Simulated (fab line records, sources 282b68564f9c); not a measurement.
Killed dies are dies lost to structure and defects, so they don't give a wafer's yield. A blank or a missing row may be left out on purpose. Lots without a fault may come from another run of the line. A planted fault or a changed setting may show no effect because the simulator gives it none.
Split-lot experiment | flow rit_cmos | 5 lots, 23 wafers read, on a route of 202 steps

THE SPLIT
At RIT_NSD_COAT_01 (resist thk 1000 nm), the setting spin_rpm was moved away from the recipe's 3250 rpm on 10 of the 23 wafers read, by -2.8% to +4.6%. The other wafers ran this setting at the recipe's value.

FROM THE SPLIT TO THE READING: what the file shows between them, 3 steps
- RIT_NSD_SOFTBAKE_02: time 60 s
- RIT_NSD_EXPOSE_03: exposes mask M9, target cd 40700 nm
- RIT_NSD_DEVELOP_05: develop time 50 s

THE READING
NOVOLAK_of_NSD_COAT_01.thk_nm (the simulator's own value, which no gauge read), in nm, at RIT_NSD_HARDBAKE_07 (time 60 s). The file gives no usual value for it. The 13 wafers here that ran the recipe average 882.4 nm, standard deviation 1.9 nm.

wafer  | tool, chamber at the split | spin_rpm as run, rpm | against the recipe | NOVOLAK_of_NSD_COAT_01.thk_nm, nm | against lot-mates on the recipe
L074.2 | litho_track-01, 0          | 3250                 | recipe             | 881.7                             | -
L074.3 | litho_track-01, 0          | 3382                 | +4.1%              | 864.1                             | -16.6
L074.4 | litho_track-01, 0          | 3382                 | +4.1%              | 863.1                             | -17.6
L074.5 | litho_track-01, 0          | 3250                 | recipe             | 879.7                             | -
L074.6 | litho_track-01, 0          | 3382                 | +4.1%              | 863.9                             | -16.8
L077.3 | litho_track-02, 0          | 3250                 | recipe             | 880.7                             | -
L077.4 | litho_track-02, 0          | 3250                 | recipe             | 883.8                             | -
L077.5 | litho_track-02, 0          | 3250                 | recipe             | 882.6                             | -
L078.1 | litho_track-04, 0          | 3250                 | recipe             | 883.5                             | -
L078.2 | litho_track-04, 0          | 3399                 | +4.6%              | 865.1                             | -17.8
L078.3 | litho_track-04, 0          | 3250                 | recipe             | 882.9                             | -
L078.5 | litho_track-04, 0          | 3250                 | recipe             | 882.4                             | -
L078.6 | litho_track-04, 0          | 3399                 | +4.6%              | 861.1                             | -21.8
L081.1 | litho_track-02, 0          | 3159                 | -2.8%              | 896.2                             | +10.8
L081.3 | litho_track-02, 0          | 3250                 | recipe             | 885.7                             | -
L081.4 | litho_track-02, 0          | 3159                 | -2.8%              | 900.2                             | +14.8
L081.5 | litho_track-02, 0          | 3159                 | -2.8%              | 900.3                             | +14.9
L081.6 | litho_track-02, 0          | 3250                 | recipe             | 885.1                             | -
L084.1 | litho_track-02, 0          | 3250                 | recipe             | 878.6                             | -
L084.2 | litho_track-02, 0          | 3250                 | recipe             | 882.5                             | -
L084.3 | litho_track-02, 0          | 3175                 | -2.3%              | 890.6                             | +9.5
L084.4 | litho_track-02, 0          | 3250                 | recipe             | 882.1                             | -
L084.6 | litho_track-02, 0          | 3175                 | -2.3%              | 891.5                             | +10.4

THE FIT
A straight line over all 23 wafers: NOVOLAK_of_NSD_COAT_01.thk_nm changes by -4.67 nm for each +1% of spin_rpm; r = -0.98; the points scatter about the line by 2.3 nm.
The same after taking each lot's own level away (the mean of its wafers on the recipe; 23 wafers): -4.38 nm for each +1%; r = -0.99; scatter 1.4 nm.
On that fit, the largest move of spin_rpm shifts the reading by 20 nm.
The lots' own levels span 880.70 to 885.40 nm, that is 2.5 times the standard deviation above.
So the lot-to-lot level changes the slope little: the two slopes agree.
Check: with one of the wafers moved furthest among these (+4.6%) left out of the fit, the line predicts -20.3 nm for it against its lot-mates. It came out at -17.8 nm against them.

OTHER SPLITS ON THESE WAFERS
These wafers also went through other splits before the reading. Each is held against what the fit with the lots' levels taken away leaves over:
other split on the same wafers  | wafers away from the commonest value | r with NOVOLAK_of_NSD_COAT_01.thk_nm (lot level and that fit taken away)
RIT_PLDD_IMPLANT_08 dose_cm2    | 5                                    | +0.10
RIT_SPACER_CVD_03 nh3_flow_sccm | 5                                    | -0.07

THE WHOLE CHAIN: every reading that the file lists as answering this split, in the file's order
step                | what it does       | reading                                                                        | change (the file's fit)              | r (the file's)
RIT_NSD_COAT_01     | resist thk 1000 nm | NOVOLAK_of_NSD_COAT_01.thk_nm (the simulator's own value, which no gauge read) | -4.98 nm for each +1% of the setting | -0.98
RIT_NSD_HARDBAKE_07 | time 60 s          | NOVOLAK_of_NSD_COAT_01.thk_nm (the simulator's own value, which no gauge read) | -4.36 nm for each +1% of the setting | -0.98

THE FILE'S OWN FIT
NOVOLAK_of_NSD_COAT_01.thk_nm changes by -4.36 nm for each +1% of spin_rpm, r = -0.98.
